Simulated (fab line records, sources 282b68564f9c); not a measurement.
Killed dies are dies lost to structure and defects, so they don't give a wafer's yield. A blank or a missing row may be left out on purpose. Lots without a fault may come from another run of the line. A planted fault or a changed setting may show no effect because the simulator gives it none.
Which tool did it? | flow rit_cmos | 14 lots, 42 wafers sampled, at 3 steps of a route of 202

WHAT THE GAUGES READ, wafer by wafer
RIT_NSD_TW_MEAS_10. Usual: NSD_TW 3120, standard deviation 20.
lot  | measured    | on            | NSD_TW         | flag
L393 | day 3 01:34 | film_metro-04 | 3137 3147 3140 |
L394 | day 3 05:39 | film_metro-04 | 3153 3146 3147 |
L395 | day 3 16:22 | film_metro-03 | 3084 3110 3093 |
L397 | day 4 03:35 | film_metro-02 | 3130 3129 3134 |
L398 | day 4 03:41 | film_metro-03 | 3095 3088 3106 |
L400 | day 4 16:59 | film_metro-03 | 3088 3079 3096 |
L401 | day 4 21:56 | film_metro-02 | 3124 3139 3116 |
L402 | day 5 02:53 | film_metro-03 | 3089 3108 3117 |
L403 | day 5 08:42 | film_metro-02 | 3124 3130 3103 |
L405 | day 5 15:28 | film_metro-04 | 3479 3461 3475 | OFF
L407 | day 6 01:11 | film_metro-03 | 3102 3096 3098 |
L409 | day 6 09:23 | film_metro-04 | 3471 3480 3458 | OFF
L415 | day 7 16:26 | film_metro-02 | 3103 3112 3109 |
L416 | day 7 22:36 | film_metro-04 | 3154 3149 3133 |

RIT_SDANNEAL_RS_MEAS_05: measures by four-point-probe. Usual: NSD_RS 84.60 ohm/sq, standard deviation 0.29.
lot  | measured    | on            | NSD_RS (ohm/sq)   | flag
L393 | day 3 03:36 | film_metro-04 | 84.59 84.51 84.40 |
L394 | day 3 07:48 | film_metro-03 | 84.02 84.49 84.42 |
L395 | day 3 18:35 | film_metro-03 | 84.63 84.87 84.83 |
L397 | day 4 06:00 | film_metro-04 | 84.48 84.67 84.56 |
L398 | day 4 06:01 | film_metro-03 | 84.88 84.87 84.83 |
L400 | day 4 19:02 | film_metro-04 | 84.69 84.97 84.73 |
L401 | day 5 00:08 | film_metro-02 | 84.49 84.72 84.55 |
L402 | day 5 04:56 | film_metro-04 | 84.96 84.81 84.74 |
L403 | day 5 10:59 | film_metro-03 | 84.15 84.27 84.36 |
L405 | day 5 17:48 | film_metro-03 | 56.39 56.34 56.45 | OFF
L407 | day 6 03:23 | film_metro-02 | 84.72 84.96 85.03 |
L409 | day 6 11:36 | film_metro-03 | 56.21 56.44 56.51 | OFF
L415 | day 7 18:37 | film_metro-02 | 83.99 84.52 84.41 |
L416 | day 8 01:08 | film_metro-03 | 84.28 84.62 84.57 |

WHICH TOOL RAN EACH LOT (tool, then ch and the chambers of the sampled wafers, then the start)
lot  | RIT_NSD_IMPLANT_08
L393 | implanter-02 ch 0, day 3 01:16
L394 | implanter-02 ch 0, day 3 05:19
L395 | implanter-03 ch 0, day 3 16:03
L397 | implanter-04 ch 0, day 4 03:19
L398 | implanter-02 ch 0, day 4 03:22
L400 | implanter-02 ch 0, day 4 16:40
L401 | implanter-02 ch 0, day 4 21:38
L402 | implanter-02 ch 0, day 5 02:35
L403 | implanter-02 ch 0, day 5 08:25
L405 | implanter-02 ch 0, day 5 15:09
L407 | implanter-04 ch 0, day 6 00:51
L409 | implanter-02 ch 0, day 6 09:04
L415 | implanter-04 ch 0, day 7 16:06
L416 | implanter-04 ch 0, day 7 22:17
- RIT_NSD_IMPLANT_08

WHAT THE TOOLS THEMSELVES READ (means of the sampled wafers that have a number; where no wafer has one, the mark that the record gives instead)
RIT_NSD_IMPLANT_08. Usual: dose_ions_cm2 1.0002e+15, standard deviation 1e+12; end_station_pressure_torr 7.5e-06 Torr, standard deviation 4.1e-07; faraday_current_uA 3133, standard deviation 54.
lot  | tool         | dose_ions_cm2 | end_station_pressure_torr (Torr) | faraday_current_uA | flag
L393 | implanter-02 | 1.0009e+15    | 7.7e-06                          | 3161               |
L394 | implanter-02 | 9.9993e+14    | 7.4e-06                          | 3137               |
L395 | implanter-03 | 1.0006e+15    | 8.0e-06                          | 3119               |
L397 | implanter-04 | 1.0003e+15    | 7.4e-06                          | 3158               |
L398 | implanter-02 | 1.0008e+15    | 7.6e-06                          | 3135               |
L400 | implanter-02 | 9.9997e+14    | 7.8e-06                          | 3142               |
L401 | implanter-02 | 1.0003e+15    | 7.4e-06                          | 3102               |
L402 | implanter-02 | 1.0006e+15    | 7.4e-06                          | 3138               |
L403 | implanter-02 | 1.0022e+15    | 7.0e-06                          | 3104               |
L405 | implanter-02 | 1.7518e+15    | 9.5e-06                          | 5467               | OFF
L407 | implanter-04 | 9.9920e+14    | 7.2e-06                          | 3129               |
L409 | implanter-02 | 1.7532e+15    | 9.6e-06                          | 5512               | OFF
L415 | implanter-04 | 9.9970e+14    | 7.2e-06                          | 3177               |
L416 | implanter-04 | 1.0003e+15    | 7.4e-06                          | 3165               |

THE ANSWER, worked out from the rows above alone
Rule: a lot is off if the mean of its wafers that have a number lies more than 3 standard deviations from the usual mean. A lot without any number at a reading at which 4 lots or more have one is off too. The other lots that the step has rows for count as sound. The gauges are gone through in route order, then the tools' own readings, and for those a lot's mean is taken as printed above. The first step at which some lot is off is used, and at that step the reading that is off furthest; a lot without a number counts as furthest.
Off: L405, L409, at RIT_NSD_TW_MEAS_10 (NSD_TW).
A tool fits if, at a process step before that reading, it ran every lot that is off, and no sound lot after the first of them. The gauges at RIT_NSD_TW_MEAS_10 aren't tried: what is off there is off at RIT_SDANNEAL_RS_MEAS_05 too, on other tools, and a gauge's error can't cause that. One fits: implanter-02 at RIT_NSD_IMPLANT_08. Its last sound lot is L403 (day 5 08:25), its first lot that is off L405 (day 5 15:09): a fault that began between those two fits.
The tool's own readings at RIT_NSD_IMPLANT_08 bear it out: on the lots that are off they differ by more than 5 times the standard deviation of the sound lots' means. dose_ions_cm2 reads 1.7525e+15 there against 1.0004e+15 on the sound lots; end_station_pressure_torr reads 9.6e-06 Torr there against 7.5e-06 Torr on the sound lots; faraday_current_uA reads 5490 there against 3139 on the sound lots.

WHAT THE SIMULATOR HAD PUT IN
Process parameter drift: implanter-02, from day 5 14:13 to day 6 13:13, at RIT_NSD_IMPLANT_08. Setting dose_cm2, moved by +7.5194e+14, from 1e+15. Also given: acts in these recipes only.
Lots struck among those shown: L405, L409. The rule above found the same.
